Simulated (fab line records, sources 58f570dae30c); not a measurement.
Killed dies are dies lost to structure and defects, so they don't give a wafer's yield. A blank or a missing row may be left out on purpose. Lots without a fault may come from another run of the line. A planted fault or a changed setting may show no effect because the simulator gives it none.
Which tool did it? | flow berkeley_cmos170 | 6 lots, 18 wafers sampled, at 2 steps of a route of 331

WHAT THE GAUGES READ, wafer by wafer
UCB170_SPACER_THK_MEAS_01.
lot  | measured     | on            | SPACER_TEOS_THK (nm)
L635 | day 8 14:12  | film_metro-02 | 369 374 377
L637 | day 8 14:46  | film_metro-01 | 366 377 369
L644 | day 10 00:09 | film_metro-04 | 321 379 382
L648 | day 10 14:34 | film_metro-01 | 370 365 370
L653 | day 11 09:38 | film_metro-02 | 367 367 374
L654 | day 12 09:10 | film_metro-02 | 375 381 377

WHICH TOOL RAN EACH LOT (tool, then ch and the chambers of the sampled wafers, then the start)
lot  | UCB170_SPACER_CVD_00
L635 | pecvd-04 ch 1,2, day 8 14:08
L637 | pecvd-04 ch 0,1, day 8 14:42
L644 | pecvd-04 ch 0,1,2, day 10 00:07
L648 | pecvd-03 ch 0,2, day 10 14:30
L653 | pecvd-03 ch 0,2, day 11 09:36
L654 | pecvd-03 ch 1,2, day 12 09:07
- UCB170_SPACER_CVD_00: deposits SiO2 from TEOS/O2, target thk 376 nm, time 47 s.

THE ANSWER, worked out from the rows above alone
Rule: what is usual is taken from the lots themselves. Put in order of their means at a reading, lots are off if they are a third of the lots or fewer, leave a main group of 4 or more, and stand apart from it by a gap of 3 or more times the standard deviation of the main group's means; of several such gaps the widest counts. A main group whose means are all the same, to the digits that the tables above print for the reading, isn't used. A lot without any number at a reading at which 4 lots or more have one is off too. The other lots that the step has rows for count as sound.
No lot is off at any reading shown: from this, nothing can be told.

WHAT THE SIMULATOR HAD PUT IN
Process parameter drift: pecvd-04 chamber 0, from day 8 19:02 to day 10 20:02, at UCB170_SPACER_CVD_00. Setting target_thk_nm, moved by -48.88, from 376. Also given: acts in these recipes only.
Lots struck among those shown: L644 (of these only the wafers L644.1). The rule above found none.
